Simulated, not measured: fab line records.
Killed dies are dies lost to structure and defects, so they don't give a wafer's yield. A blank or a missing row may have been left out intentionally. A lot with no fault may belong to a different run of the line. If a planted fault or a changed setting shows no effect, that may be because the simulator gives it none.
Which tool was responsible? :: flow berkeleyCmos170 :: 42 wafers from 14 lots sampled at 2 of the route's 331 steps

## WHAT THE GAUGES SHOWED, per wafer
UCB170_SDANNEAL_RS_MEAS_02: measures by four-point-probe.
lot: L960
measured: day 8 05:50
on: filmMetro-01
PSD_RS (ohm/sq): 75.16 74.90 75.16

lot: L961
measured: day 8 05:50
on: filmMetro-04
PSD_RS (ohm/sq): 75.18 75.35 75.49

lot: L963
measured: day 8 21:24
on: filmMetro-04
PSD_RS (ohm/sq): 75.33 75.07 75.09

lot: L962
measured: day 8 21:59
on: filmMetro-02
PSD_RS (ohm/sq): 75.93 75.75 75.86

lot: L966
measured: day 9 04:37
on: filmMetro-04
PSD_RS (ohm/sq): 75.29 75.51 75.39

lot: L965
measured: day 9 04:49
on: filmMetro-02
PSD_RS (ohm/sq): 75.57 75.27 75.52

lot: L967
measured: day 9 21:00
on: filmMetro-02
PSD_RS (ohm/sq): 75.24 75.56 75.49

lot: L969
measured: day 10 08:13
on: filmMetro-01
PSD_RS (ohm/sq): 75.81 76.10 75.56

lot: L970
measured: day 10 08:26
on: filmMetro-02
PSD_RS (ohm/sq): 75.62 75.45 75.53

lot: L968
measured: day 10 08:42
on: filmMetro-04
PSD_RS (ohm/sq): 75.55 75.61 75.23

lot: L971
measured: day 10 17:32
on: filmMetro-02
PSD_RS (ohm/sq): 75.89 75.74 75.70

lot: L974
measured: day 11 08:13
on: filmMetro-01
PSD_RS (ohm/sq): 75.23 75.23 75.56

lot: L979
measured: day 11 23:20
on: filmMetro-02
PSD_RS (ohm/sq): 75.51 75.99 75.77

lot: L980
measured: day 11 23:32
on: filmMetro-01
PSD_RS (ohm/sq): 75.22 75.54 75.03

## TOOL THAT RAN EACH LOT (tool first, then ch and the chambers of the sampled wafers, then the start)
lot: L960
UCB170_SDANNEAL_RTA_01: rtpAnneal-02 ch 0, day 8 05:45

lot: L961
UCB170_SDANNEAL_RTA_01: rtpAnneal-01 ch 0, day 8 05:46

lot: L963
UCB170_SDANNEAL_RTA_01: rtpAnneal-02 ch 0, day 8 21:20

lot: L962
UCB170_SDANNEAL_RTA_01: rtpAnneal-02 ch 0, day 8 21:55

lot: L966
UCB170_SDANNEAL_RTA_01: rtpAnneal-01 ch 0, day 9 04:33

lot: L965
UCB170_SDANNEAL_RTA_01: rtpAnneal-02 ch 0, day 9 04:46

lot: L967
UCB170_SDANNEAL_RTA_01: rtpAnneal-01 ch 0, day 9 20:56

lot: L969
UCB170_SDANNEAL_RTA_01: rtpAnneal-02 ch 0, day 10 08:09

lot: L970
UCB170_SDANNEAL_RTA_01: rtpAnneal-01 ch 0, day 10 08:23

lot: L968
UCB170_SDANNEAL_RTA_01: rtpAnneal-02 ch 0, day 10 08:38

lot: L971
UCB170_SDANNEAL_RTA_01: rtpAnneal-02 ch 0, day 10 17:29

lot: L974
UCB170_SDANNEAL_RTA_01: rtpAnneal-02 ch 0, day 11 08:10

lot: L979
UCB170_SDANNEAL_RTA_01: rtpAnneal-02 ch 0, day 11 23:17

lot: L980
UCB170_SDANNEAL_RTA_01: rtpAnneal-01 ch 0, day 11 23:28
- UCB170_SDANNEAL_RTA_01: time 5 s.

## AS READ BY THE TOOLS THEMSELVES (means over the sampled wafers that have a number; for cases with no such wafer, the mark the record gives instead)
UCB170_SDANNEAL_RTA_01.
lot: L960
tool: rtpAnneal-02
lampPowerPct (%): 38.5
wafer_temp_C_max: 1054.3

lot: L961
tool: rtpAnneal-01
lampPowerPct (%): 37.5
wafer_temp_C_max: 1054.0

lot: L963
tool: rtpAnneal-02
lampPowerPct (%): 38.4
wafer_temp_C_max: 1056.5

lot: L962
tool: rtpAnneal-02
lampPowerPct (%): 38.4
wafer_temp_C_max: 1055.5

lot: L966
tool: rtpAnneal-01
lampPowerPct (%): 37.5
wafer_temp_C_max: 1053.4

lot: L965
tool: rtpAnneal-02
lampPowerPct (%): 38.4
wafer_temp_C_max: 1056.0

lot: L967
tool: rtpAnneal-01
lampPowerPct (%): 37.5
wafer_temp_C_max: 1053.1

lot: L969
tool: rtpAnneal-02
lampPowerPct (%): 38.4
wafer_temp_C_max: 1056.0

lot: L970
tool: rtpAnneal-01
lampPowerPct (%): 37.5
wafer_temp_C_max: 1054.7

lot: L968
tool: rtpAnneal-02
lampPowerPct (%): 38.4
wafer_temp_C_max: 1055.2

lot: L971
tool: rtpAnneal-02
lampPowerPct (%): 38.5
wafer_temp_C_max: 1054.4

lot: L974
tool: rtpAnneal-02
lampPowerPct (%): 38.5
wafer_temp_C_max: 1054.6

lot: L979
tool: rtpAnneal-02
lampPowerPct (%): 38.4
wafer_temp_C_max: 1055.0

lot: L980
tool: rtpAnneal-01
lampPowerPct (%): 37.5
wafer_temp_C_max: 1054.0

## THE ANSWER, worked out from the rows above alone
Rule: usual is defined by the lots themselves. The widest of any qualifying gaps counts: lots, ordered by their means at a reading, are off when they make up no more than a third of the lots, leave a main group of 4 or more, and stand apart from it by 3 or more times the standard deviation of that group's means. If all means in a main group match to the digits the tables above print for the reading, that group is not used. A lot without any number at a reading at which 4 lots or more have one is off too. Where the step has rows for the other lots, those lots are counted as sound. After the gauges, taken in route order, come the tools' own readings; for these a lot's mean is taken, as printed above. The first step at which some lot is off is used, and at that step the reading that is off furthest; a lot without a number counts as furthest.
No lot is off at any reading shown: from this, nothing can be told.

## WHAT WAS PUT IN BY THE SIMULATOR
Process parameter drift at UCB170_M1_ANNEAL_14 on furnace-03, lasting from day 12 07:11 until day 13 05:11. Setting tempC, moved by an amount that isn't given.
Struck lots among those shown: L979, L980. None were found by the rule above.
